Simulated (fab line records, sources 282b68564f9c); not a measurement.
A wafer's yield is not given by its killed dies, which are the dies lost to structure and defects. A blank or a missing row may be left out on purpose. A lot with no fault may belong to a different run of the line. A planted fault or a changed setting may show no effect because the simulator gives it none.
Which of the tools did it?	flow rit cmos	Sampling: 14 lots, 42 wafers, 2 of 202 route steps

## WHAT THE GAUGES SHOWED, per wafer
RIT_NRETRO_TW_MEAS_10. Usual: NRETRO_TW typically reads 1046, with standard deviation 6.4.
lot	measured	on	NRETRO_TW	flag
L480	day 2 10:52	film metro-01	1039 1040 1041	
L481	day 2 16:19	film metro-01	1043 1039 1042	
L482	day 2 22:13	film metro-02	1053 1059 1057	
L483	day 3 02:16	film metro-01	1047 1037 1036	
L484	day 3 07:12	film metro-03	1040 1040 1042	
L486	day 3 17:58	film metro-01	1034 1046 1041	
L487	day 3 22:35	film metro-03	1042 1041 1040	
L489	day 4 07:44	film metro-01	1047 1048 1047	
L490	day 4 13:07	film metro-03	1048 1047 1041	
L491	day 4 18:35	film metro-02	1046 1048 1057	
L494	day 5 08:26	film metro-02	1050 1049 1048	
L498	day 6 05:43	film metro-03	934 935 929	OFF
L499	day 6 11:03	film metro-03	939 933 935	OFF
L500	day 6 16:02	film metro-01	1044 1045 1046	

## TOOL THAT RAN EACH LOT (tool first, then ch and the chambers of the sampled wafers, then the start)
lot	RIT_NRETRO_IMPLANT_08
L480	implanter-04 ch 0, day 2 10:32
L481	implanter-01 ch 0, day 2 15:59
L482	implanter-04 ch 0, day 2 21:54
L483	implanter-04 ch 0, day 3 01:56
L484	implanter-04 ch 0, day 3 06:55
L486	implanter-02 ch 0, day 3 17:39
L487	implanter-01 ch 0, day 3 22:16
L489	implanter-02 ch 0, day 4 07:26
L490	implanter-02 ch 0, day 4 12:50
L491	implanter-04 ch 0, day 4 18:17
L494	implanter-01 ch 0, day 5 08:08
L498	implanter-02 ch 0, day 6 05:23
L499	implanter-02 ch 0, day 6 10:43
L500	implanter-01 ch 0, day 6 15:44
- RIT_NRETRO_IMPLANT_08

## WHAT THE TOOLS THEMSELVES READ (means of the sampled wafers that have a number; where no wafer has one, the mark that the record gives instead)
RIT_NRETRO_IMPLANT_08. Usual: beam energy keV 69.994, standard deviation 0.02; beam on s 10.03 s, standard deviation 0.18.
lot	tool	beam energy keV	beam on s (s)	flag
L480	implanter-04	70.011	10.03	
L481	implanter-01	70.002	10.02	
L482	implanter-04	69.979	10.09	
L483	implanter-04	70.003	10.20	
L484	implanter-04	70.008	10.18	
L486	implanter-02	70.000	10.14	
L487	implanter-01	70.001	10.03	
L489	implanter-02	69.995	10.01	
L490	implanter-02	69.999	10.03	
L491	implanter-04	69.999	10.11	
L494	implanter-01	69.990	9.92	
L498	implanter-02	45.515	9.83	OFF
L499	implanter-02	45.514	10.01	OFF
L500	implanter-01	69.979	10.01	

## THE ANSWER, worked out from the rows above alone
Rule: a lot counts as off when the mean over its wafers that have a number is more than 3 standard deviations away from the usual mean. A lot without any number at a reading at which 4 lots or more have one is off too. The other lots that the step has rows for count as sound. Order of review: gauges by route order, followed by the tools' own readings, for which a lot's mean as printed above is used. At the first step where some lot is off, the reading lying furthest off is the one used; lots without a number count as furthest.
Off: L498, L499, seen at RIT_NRETRO_TW_MEAS_10 (NRETRO_TW).
If a tool, at a process step before that reading, ran all the lots that are off and no sound lot after the first of them, it fits. The gauges at RIT_NRETRO_TW_MEAS_10 aren't tried: what is off there is off at RIT_NRETRO_IMPLANT_08 too, on other tools, and a gauge's error can't cause that. One candidate fits, namely implanter-02 at RIT_NRETRO_IMPLANT_08. Its last sound lot is L490 (day 4 12:50), its first lot that is off L498 (day 6 05:23): a fault that began between those two fits.
The tool's own readings at RIT_NRETRO_IMPLANT_08 bear it out: on the lots that are off they differ by more than 5 times the standard deviation of the sound lots' means. beam energy keV reads 45.514 there against 69.997 on the sound lots.

## WHAT THE SIMULATOR HAD INSERTED
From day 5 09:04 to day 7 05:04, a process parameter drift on implanter-02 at RIT_NRETRO_IMPLANT_08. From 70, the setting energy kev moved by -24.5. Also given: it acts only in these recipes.
Shown lots that were struck: L498, L499. The rule above found the same.
